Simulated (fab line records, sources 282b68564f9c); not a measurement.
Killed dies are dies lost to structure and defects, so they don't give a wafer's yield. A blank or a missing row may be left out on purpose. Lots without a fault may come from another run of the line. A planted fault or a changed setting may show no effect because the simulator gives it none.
fab line records | flow rit_cmos
record lots=14 wafers=42 last_day=7
route steps=202 shown GATE@95
lots that met no fault: from a run of the same line without faults
start_h: hours from the record's first day to the start of the lot's first wafer shown | wait_h: hours since the lot's step before | " the same as in the row above | L1.1+2: a row that stands for several wafers | - no value, or no start given | * or withheld: withheld | < > ~ a bound
route shown NAME@n: a module of which the file shows steps, and the number in the route of the first | usual: mean/standard deviation of fault-free wafers | same: alike in all rows | chamber/n: place in a boat | sites: the reading at each site | _std_site: their standard deviation | _edge_site: outer sites' mean less inner sites' | radius_mm: how far each site lies from the wafer's centre | mask NAME#n: copy n | behind: the tool/chamber that last shaped the wafer | hold: why the lot was held/for how many hours/how that ended | device: the transistor (n, p or np) that didn't switch | end of line: the same wafers' tests at the end of the route | a step without rows: its recipe alone | killed: dies lost to structure and defects at the first sort, not the wafer's yield | map: a wafer's dies, x killed, . not, _ none there
set.NAME: the setting as run; set.NAME@STEP: as run at that earlier step | model.NAME: the simulator's own value behind a step, which no gauge read
steps of the route over a sample of lots; a table a step, a row a wafer
services: from which hour (start_h, from the record's first day; less than 0 if before it) a tool's chamber was out of use, for how many hours, and why
## steps
# step RIT_GATE_ETCH_19
# recipe chemistry=SF6/CHF3/O2 time_s=165 SF6_flow_sccm=30 CHF3_flow_sccm=30 O2_flow_sccm=5 target=poly-Si pressure_mtorr=40 rf_w=160 target_depth_a=3125 over_etch_frac=0.25 stop_on=SiO2
# usual CHF3_flow_sccm=30.00/0.092 drypump_motor_current_A=5.7/0.36 oes_product_au=0.841/0.01 run_length_s=193.3/0.38 throttle_valve_pct=10.27/0.15
# columns lot.wafer tool chamber start_h wait_h CHF3_flow_sccm drypump_motor_current_A oes_product_au rf_hours_counter_h run_length_s throttle_valve_pct
L874.1 rie_si-01 1 38.38 0.1 30.06 6.3 0.853 6 193.4 10.26
L874.2 " 0 " " 30.05 5.7 0.842 52 193.0 10.40
L874.3 " 2 " " 30.02 5.4 0.859 152 193.2 10.15
L875.2 rie_si-02 1 41.31 0.1 30.06 5.7 0.840 3 193.0 10.17
L875.3 " 2 " " 29.97 5.9 0.836 1 194.6 10.16
L875.4 " 3 " " 30.17 5.8 0.852 72 193.0 10.10
L876.1 rie_si-01 0 48.39 0.1 29.96 5.7 0.833 52 193.0 10.42
L876.2 " 3 " " 30.08 6.0 0.837 1 193.4 10.55
L876.5 " 3 " " 30.13 6.0 0.833 - 193.4 10.55
L878.1 rie_si-01 3 58.94 0.1 30.12 6.0 0.830 1 193.5 10.54
L878.4 " 0 " " 30.04 5.7 0.827 52 193.3 10.40
L878.5 " 0 " " 30.11 5.7 0.834 - 193.2 10.40
L879.1 rie_si-02 0 62.45 0.1 30.12 5.0 0.834 93 192.8 10.23
L879.3 " 1 " " 30.09 5.7 0.846 3 193.0 10.18
L879.4 " 3 " " 29.95 5.8 0.847 72 193.1 10.11
L880.1 rie_si-01 0 66.27 0.1 29.87 5.7 0.838 53 193.4 10.40
L880.2 " 2 " " 30.08 5.4 0.852 153 193.4 10.13
L880.6 " 3 " " 29.86 6.0 0.823 - 194.0 10.54
L881.1 rie_si-02 1 72.55 0.1 29.99 5.7 0.827 3 192.9 10.16
L881.3 " 2 " " 29.97 5.9 0.831 2 193.8 10.16
L881.4 " 0 " " 30.04 5.0 0.822 93 192.9 10.26
L882.1 rie_si-01 1 76.45 0.1 29.97 6.2 0.840 6 193.5 10.27
L882.3 " 0 " " 29.95 5.7 0.840 53 193.0 10.41
L882.6 " 2 " " 30.05 5.4 0.857 - 193.3 10.13
L887.2 rie_si-02 0 101.39 0.1 29.97 5.0 0.832 93 193.2 10.23
L887.4 " 3 " " 30.10 5.8 0.842 72 193.1 10.09
L887.5 " 2 " " 29.99 5.9 0.829 - 193.9 10.18
L888.2 rie_si-01 1 107.59 0.1 29.89 6.3 0.789 6 210.9 10.28
L888.3 " 0 " " 30.02 5.7 0.785 53 210.8 10.41
L888.6 " 0 " " 30.01 5.7 0.777 - 210.6 10.42
L889.1 rie_si-02 2 111.61 0.1 30.06 5.9 0.832 2 194.3 10.16
L889.4 " 1 " " 30.01 5.7 0.843 3 192.9 10.16
L889.6 " 2 " " 29.85 6.0 0.826 - 194.0 10.19
L890.2 rie_si-01 1 116.87 0.1 29.97 6.3 0.793 6 211.3 10.28
L890.3 " 0 " " 30.06 5.7 0.777 53 211.0 10.41
L890.4 " 3 " " 29.93 6.1 0.782 - 211.3 10.56
L891.2 rie_si-02 1 121.89 0.1 29.97 5.7 0.849 4 193.3 10.17
L891.3 " 0 " " 29.94 5.0 0.839 93 193.3 10.25
L891.6 " 0 " " 30.01 5.0 0.844 - 192.8 10.25
L897.3 rie_si-02 2 154.98 0.1 30.17 5.9 0.832 2 194.0 10.18
L897.4 " 3 " " 30.23 5.9 0.844 73 193.2 10.11
L897.6 " 3 " " 30.30 5.8 0.842 - 192.9 10.09
## services
# columns tool chamber start_h hours kind
rie_si-01 1 44.13 4.1 repair
rie_si-02 - 56.12 0.7 repair
rie_si-02 - 84.38 14.6 pm
rie_si-01 2 98.30 - clean
rie_si-01 2 98.30 20.1 scheduled_down
rie_si-01 2 98.30 20.1 vent_cycle
rie_si-01 - 121.14 1.0 repair
## key
first_sign step=RIT_GATE_ETCH_19 reading=run_length_s direction=up sigmas=47 usual=* struck=*
effect step=RIT_GATE_ETCH_19 reading=oes_product_au direction=down sigmas=5.5 usual=0.841 struck=0.784
met_at RIT_GATE_ETCH_19
struck_lots L888,L890
tester_left_out L888,L890
onset_between 76.45 107.59
fault kind=process_parameter_drift tool=rie_si-01 chamber=- onset_h=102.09 steps=RIT_GATE_ETCH_19 channel=time_s offset=* shape=step end_h=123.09 stated=*
# tester_left_out: of these lots the tester's yield and bins aren't shown, on N5 and GAA mostly nor the transistor test; their killed dies are dies lost to structure and defects alone, not to doping, threshold or leakage, so they don't give the yield
